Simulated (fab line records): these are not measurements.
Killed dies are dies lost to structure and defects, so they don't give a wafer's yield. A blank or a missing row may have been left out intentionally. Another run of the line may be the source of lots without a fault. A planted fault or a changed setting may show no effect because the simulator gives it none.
Matching of chambers + flow rit cmos + 4 sister chambers for RIT_GATE_ETCH_19 on rie si-01
The step etches poly-Si in SF6/CHF3/O2, stops on SiO2, time 165 s, target depth 312.5 nm. 4 wafers are shown with their chamber, then 7 later ones without.

== EACH WAFER AND ITS CHAMBER ==
| wafer  | chamber | throttle valve pct (%) |
|--------|---------|------------------------|
| L919.2 | 2       | 10.22                  |
| L919.5 | 1       | 10.13                  |
| L921.1 | 0       | 10.21                  |
| L921.2 | 3       | 10.43                  |

== WAFERS WITH NO CHAMBER GIVEN ==
| wafer  | throttle valve pct (%) |
|--------|------------------------|
| L921.6 | 10.41                  |
| L923.4 | 10.19                  |
| L923.5 | 10.15                  |
| L923.6 | 10.21                  |
| L925.1 | 10.20                  |
| L925.2 | 10.19                  |
| L925.5 | 10.12                  |

== WHICH CHAMBER EACH ONE RAN IN ==
| wafer  | from the rows above     | in truth |
|--------|-------------------------|----------|
| L921.6 | 3                       | 3        |
| L923.4 | can't be placed: 0 or 2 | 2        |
| L923.5 | 1                       | 1        |
| L923.6 | can't be placed: 0 or 2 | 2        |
| L925.1 | can't be placed: 0 or 2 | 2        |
| L925.2 | can't be placed: 0 or 2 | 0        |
| L925.5 | 1                       | 1        |
Correct placement for 3 of the 7. Unplaceable from these rows: 4, with the true chamber sitting among the candidates in 4. 0 placed wrongly.
How it was worked out, from the rows above alone: a wafer's distance from a chamber is the root of the sum, over the readings, of the square of ((its reading less the chamber's mean) divided by the reading's scatter). The wafer belongs to the nearest chamber; if the next one is less than 2 further off, it can't be placed. Each chamber's mean is taken over the wafers shown for it. The scatter (one wafer shown for each chamber): square how far every hidden wafer sits from the nearest shown wafer, average those squares and take the square root.
